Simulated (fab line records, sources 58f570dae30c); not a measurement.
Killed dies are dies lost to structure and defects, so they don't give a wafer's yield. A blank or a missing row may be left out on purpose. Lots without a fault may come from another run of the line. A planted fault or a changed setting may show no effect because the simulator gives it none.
A struck lot beside a sound one | flow berkeley_cmos170 | 18 steps out of a route of 331
Sound: wafers L138.1, L138.2, L138.4. Struck: wafers L146.2, L146.4, L146.5. The cause comes at the end.
At each step with rows: each side's tool, then ch and its chambers, then its first start. Under that, the readings that differ: sound wafers | struck wafers | difference of the means | sigmas: that difference in standard deviations of wafers without a fault.
alike: readings whose means differ by less than 2 such deviations, and words and numbers that are the same on both sides. not compared: withheld readings, readings that some wafer has no value for, bounds like >300 that may hide the same value, and numbers for which the record gives no deviation and whose values overlap.
The two part at a step that has a row with sigmas, a row that says differs or no value, or rows on one side only. Numbers that don't overlap but have no deviation are shown without sigmas and don't part them. A reading that every wafer of one side lacks parts them only if that side has two wafers or more.

first, 5 steps without rows for these wafers: UCB170_NLDD_COAT_01 (resist thk 900 nm); UCB170_NLDD_SOFTBAKE_02 (time 60 s); UCB170_NLDD_EXPOSE_03 (exposes mask NSELECT, target cd 1200 nm); UCB170_NLDD_PEB_04; UCB170_NLDD_DEVELOP_05 (develop time 45 s).
UCB170_NLDD_CD_MEAS_06: target cd 1200 nm.
  sound on cd_sem-01, day 8 15:54; struck on cd_sem-01, day 11 01:40
  reading    | sound                | struck               | difference | sigmas
  cd_nm (nm) | 1202.6 1201.3 1201.7 | 1198.4 1198.4 1198.9 | -3.3       | -2
UCB170_NLDD_OVL_MEAS_07:
  sound on overlay-01, day 8 16:01; struck on overlay-01, day 11 01:46
  alike: NLDD_OVL
then, 2 steps without rows for these wafers: UCB170_NLDD_IMPLANT_08; UCB170_NLDD_IMPLANT_09.
UCB170_NLDD_STRIP_10: strips in O2.
  sound on plasma_asher-02 ch 0,1, day 8 16:22; struck on plasma_asher-02 ch 0,1, day 11 02:06
  alike: drypump_motor_current_A, o2_flow_sccm, oes_product_au, strip_time_to_endpoint_s
  not compared: rf_hours_counter_h
UCB170_NLDD_TW_MEAS_11:
  sound on film_metro-01, day 8 16:28; struck on film_metro-01, day 11 02:13
  alike: NLDD_TW
then, 1 step without rows for these wafers: UCB170_NLDD_CLEAN_12 (cleans in SPM, time 600 s).
UCB170_SPACER_CVD_00: deposits SiO2 from TEOS/O2, target thk 376 nm, time 47 s.
  sound on pecvd-01 ch 0,1,2, day 8 19:20; struck on pecvd-01 ch 0,1, day 11 02:46
  alike: heater_power_w, susceptor_temp_C
UCB170_SPACER_THK_MEAS_01:
  sound on film_metro-02, day 8 19:22; struck on film_metro-02, day 11 02:49
  reading              | sound       | struck      | difference | sigmas
  SPACER_TEOS_THK (nm) | 379 374 379 | 331 335 338 | -43        | -10
then, 1 step without rows for these wafers: UCB170_SPACER_ANNEAL_02 (time 1800 s).
UCB170_SPACER_ETCHBACK_03: etches SiO2 in CHF3/CF4/Ar, stops on Si, target depth 376 nm, time 100 s.
  sound on rie_diel-03 ch 1,2,3, day 9 06:14; struck on rie_diel-04 ch 1,3, day 11 06:30
  reading               | sound             | struck            | difference | sigmas
  oes_product_au (a.u.) | 0.921 0.905 0.926 | 0.836 0.820 0.830 | -0.089     | -5
  alike: drypump_motor_current_A, throttle_valve_pct
  not compared: rf_hours_counter_h
then, 1 step without rows for these wafers: UCB170_PSD_HMDS_00 (prime time 60 s).
UCB170_M3_PROBE_99:
  the record has rows for the sound wafers here (prober-02, day 10 10:53) and none for the struck ones

WHERE THEY PART
First at UCB170_NLDD_CD_MEAS_06; last, within this record, at UCB170_M3_PROBE_99.

WHY: what the simulator had put in
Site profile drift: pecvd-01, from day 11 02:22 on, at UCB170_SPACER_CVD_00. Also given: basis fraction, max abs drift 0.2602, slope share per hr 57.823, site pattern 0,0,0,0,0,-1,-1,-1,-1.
